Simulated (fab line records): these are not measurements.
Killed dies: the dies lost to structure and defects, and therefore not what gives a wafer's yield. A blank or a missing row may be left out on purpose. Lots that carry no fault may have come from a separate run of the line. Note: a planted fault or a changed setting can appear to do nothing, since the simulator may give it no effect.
Which tool did it? | flow rit_cmos | Sampling: 14 lots, 42 wafers, 6 of 202 route steps

== WHAT EACH GAUGE READ, for each wafer ==
RIT_ACTIVE_BOW_MEAS_00.
lot  | measured    | on            | INCOMING_BOW (um)
L863 | day 2 01:00 | film_metro-03 | 7 8 6
L864 | day 2 06:01 | film_metro-01 | 3 -3 -4
L867 | day 2 21:02 | film_metro-01 | 0 5 1
L870 | day 3 12:01 | film_metro-04 | -4 -5 6
L872 | day 3 22:01 | film_metro-01 | 5 -6 -3
L873 | day 4 03:01 | film_metro-04 | -3 -5 7
L874 | day 4 08:01 | film_metro-04 | 6 -1 0
L875 | day 4 13:02 | film_metro-01 | 2 -2 -5
L878 | day 5 04:00 | film_metro-01 | 2 8 -16
L879 | day 5 09:00 | film_metro-03 | 4 4 2
L880 | day 5 14:01 | film_metro-01 | 10 7 0
L881 | day 5 19:02 | film_metro-01 | -9 9 2
L882 | day 6 00:00 | film_metro-03 | -8 9 -4
L883 | day 6 05:00 | film_metro-03 | -2 -2 6

RIT_SILICIDE_RS_MEAS_02: measures by four-point-probe.
lot  | measured    | on            | SILICIDE_TI_RS (ohm/sq)
L863 | day 4 02:06 | film_metro-03 | 46.7 47.1 47.5
L864 | day 4 06:40 | film_metro-03 | 48.1 48.4 48.5
L867 | day 4 19:57 | film_metro-02 | 29.9 29.9 29.6
L870 | day 5 08:59 | film_metro-02 | 30.2 30.1 30.2
L872 | day 5 19:54 | film_metro-02 | 47.5 47.9 48.0
L873 | day 6 00:35 | film_metro-01 | 47.8 48.0 48.5
L874 | day 6 06:07 | film_metro-01 | 47.7 47.4 47.1
L875 | day 6 12:25 | film_metro-01 | 47.3 47.3 47.5
L878 | day 7 02:27 | film_metro-02 | 47.0 46.8 46.9
L879 | day 7 06:32 | film_metro-02 | 47.6 48.7 47.5
L880 | day 7 10:33 | film_metro-02 | 47.9 47.3 48.4
L881 | day 7 16:23 | film_metro-03 | 48.1 47.8 48.7
L882 | day 7 21:52 | film_metro-02 | 48.3 47.4 48.0
L883 | day 8 02:40 | film_metro-02 | 46.7 47.2 47.1

RIT_SILICIDE_THK_MEAS_03: measures by xrf.
lot  | measured    | on            | SILICIDE_TI_THK (nm)
L863 | day 4 02:13 | film_metro-03 | 30.8 30.7 30.4
L864 | day 4 06:46 | film_metro-03 | 30.1 29.9 29.9
L867 | day 4 20:03 | film_metro-02 | 44.2 44.2 44.4
L870 | day 5 09:05 | film_metro-02 | 43.8 44.1 44.0
L872 | day 5 20:01 | film_metro-02 | 30.4 30.1 30.2
L873 | day 6 00:41 | film_metro-01 | 30.3 30.1 30.1
L874 | day 6 06:14 | film_metro-01 | 30.4 30.8 30.9
L875 | day 6 12:31 | film_metro-01 | 30.5 30.6 30.6
L878 | day 7 02:34 | film_metro-02 | 30.5 30.9 30.8
L879 | day 7 06:39 | film_metro-02 | 30.4 29.8 30.4
L880 | day 7 10:40 | film_metro-02 | 30.3 30.4 30.1
L881 | day 7 16:29 | film_metro-03 | 30.0 30.3 29.8
L882 | day 7 21:59 | film_metro-02 | 30.1 30.5 30.2
L883 | day 8 02:47 | film_metro-02 | 30.8 30.7 30.5

RIT_CONTACT_CD_MEAS_08: the cd target is 1000 nm.
lot  | measured    | on        | cd_nm (nm)
L863 | day 4 03:40 | cd_sem-01 | 996.8 999.1 997.2
L864 | day 4 08:13 | cd_sem-02 | 999.4 1001.4 1001.4
L867 | day 4 21:23 | cd_sem-01 | 999.1 997.4 998.9
L870 | day 5 10:35 | cd_sem-01 | 999.1 998.8 998.9
L872 | day 5 21:20 | cd_sem-01 | 998.4 996.4 997.6
L873 | day 6 02:09 | cd_sem-01 | 1001.1 999.6 1002.0
L874 | day 6 07:40 | cd_sem-01 | 998.8 998.3 999.0
L875 | day 6 13:58 | cd_sem-01 | 998.4 998.4 999.9
L878 | day 7 03:55 | cd_sem-02 | 1001.1 998.8 1000.9
L879 | day 7 08:09 | cd_sem-02 | 1002.3 1000.6 1001.6
L880 | day 7 11:59 | cd_sem-02 | 999.5 1002.3 999.7
L881 | day 7 17:58 | cd_sem-02 | 998.9 1000.9 999.8
L882 | day 7 23:29 | cd_sem-02 | 1002.7 1001.1 1001.3
L883 | day 8 04:24 | cd_sem-02 | 994.5 997.6 998.8

== EACH LOT AND THE TOOL THAT RAN IT (in order: tool; ch and the chambers of the sampled wafers; start) ==
lot  | RIT_SILICIDE_SPUTTER_01     | RIT_SILICIDE_RTA_06
L863 | pvd_sputter-03, day 4 01:57 | rtp_anneal-02 ch 0, day 4 02:23
L864 | pvd_sputter-03, day 4 06:29 | rtp_anneal-01 ch 0, day 4 06:56
L867 | pvd_sputter-04, day 4 19:46 | rtp_anneal-02 ch 0, day 4 20:14
L870 | pvd_sputter-04, day 5 08:49 | rtp_anneal-02 ch 0, day 5 09:18
L872 | pvd_sputter-02, day 5 19:43 | rtp_anneal-01 ch 0, day 5 20:11
L873 | pvd_sputter-03, day 6 00:25 | rtp_anneal-02 ch 0, day 6 00:53
L874 | pvd_sputter-02, day 6 05:56 | rtp_anneal-01 ch 0, day 6 06:24
L875 | pvd_sputter-03, day 6 12:13 | rtp_anneal-02 ch 0, day 6 12:41
L878 | pvd_sputter-03, day 7 02:18 | rtp_anneal-01 ch 0, day 7 02:44
L879 | pvd_sputter-02, day 7 06:22 | rtp_anneal-02 ch 0, day 7 06:50
L880 | pvd_sputter-03, day 7 10:23 | rtp_anneal-01 ch 0, day 7 10:50
L881 | pvd_sputter-02, day 7 16:11 | rtp_anneal-02 ch 0, day 7 16:40
L882 | pvd_sputter-03, day 7 21:43 | rtp_anneal-01 ch 0, day 7 22:09
L883 | pvd_sputter-02, day 8 02:29 | rtp_anneal-02 ch 0, day 8 02:57
- RIT_SILICIDE_SPUTTER_01: material Ti, target thk 30 nm, time 240 s.
- RIT_SILICIDE_RTA_06: time 10 s, ramp up 5 s, ramp down 10 s.

== AS READ BY THE TOOLS THEMSELVES (means over the sampled wafers that have a number; for cases with no such wafer, the mark the record gives instead) ==
RIT_SILICIDE_SPUTTER_01.
lot  | tool           | chamber_pressure_pa (Pa) | throttle_valve_pct (%)
L863 | pvd_sputter-03 | 0.6667                   | 29.9
L864 | pvd_sputter-03 | 0.6662                   | 29.2
L867 | pvd_sputter-04 | 0.6674                   | 30.1
L870 | pvd_sputter-04 | 0.6671                   | 29.5
L872 | pvd_sputter-02 | 0.6657                   | 30.3
L873 | pvd_sputter-03 | 0.6675                   | 29.8
L874 | pvd_sputter-02 | 0.6674                   | 30.0
L875 | pvd_sputter-03 | 0.6664                   | 29.2
L878 | pvd_sputter-03 | 0.6671                   | 29.1
L879 | pvd_sputter-02 | 0.6667                   | 30.0
L880 | pvd_sputter-03 | 0.6665                   | 28.9
L881 | pvd_sputter-02 | 0.6670                   | 30.6
L882 | pvd_sputter-03 | 0.6678                   | 28.5
L883 | pvd_sputter-02 | 0.6676                   | 29.7

RIT_SILICIDE_RTA_06.
lot  | tool          | wafer_temp_C_max
L863 | rtp_anneal-02 | 753.9
L864 | rtp_anneal-01 | 752.9
L867 | rtp_anneal-02 | 754.2
L870 | rtp_anneal-02 | 754.4
L872 | rtp_anneal-01 | 753.6
L873 | rtp_anneal-02 | 754.0
L874 | rtp_anneal-01 | 753.1
L875 | rtp_anneal-02 | 753.9
L878 | rtp_anneal-01 | 753.8
L879 | rtp_anneal-02 | 753.9
L880 | rtp_anneal-01 | 752.7
L881 | rtp_anneal-02 | 753.0
L882 | rtp_anneal-01 | 753.6
L883 | rtp_anneal-02 | 753.4

== THE ANSWER, worked out from the rows above alone ==
Rule: the usual values come from the lots themselves. Put in order of their means at a reading, lots are off if they are a third of the lots or fewer, leave a main group of 4 or more, and stand apart from it by a gap of 3 or more times the standard deviation of the main group's means; of several such gaps the widest counts. Not used: any main group whose means are identical at the precision the tables above print for the reading. A lot without any number at a reading at which 4 lots or more have one is off too. The other lots that the step has rows for count as sound. After the gauges, taken in route order, come the tools' own readings; for these a lot's mean is taken, as printed above. At the first step where some lot is off, the reading lying furthest off is the one used; lots without a number count as furthest.
Off: L867, L870, at RIT_SILICIDE_RS_MEAS_02 (SILICIDE_TI_RS). For the main group the mean is 47.7 ohm/sq and the standard deviation 0.47.
If a tool, at a process step before that reading, ran all the lots that are off and no sound lot after the first of them, it fits. Gauges at RIT_SILICIDE_RS_MEAS_02: tried the same way as those tools. One fits: RIT_SILICIDE_SPUTTER_01 on pvd_sputter-04. It ran no sound lot before its first lot that is off in this sample, so the start can't be narrowed down.

== WHAT HAD BEEN PUT IN BY THE SIMULATOR ==
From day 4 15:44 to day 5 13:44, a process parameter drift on pvd_sputter-04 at RIT_SILICIDE_SPUTTER_01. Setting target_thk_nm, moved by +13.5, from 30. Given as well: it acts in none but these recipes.
Lots struck among those shown: L867, L870. This agrees with what the rule above found.
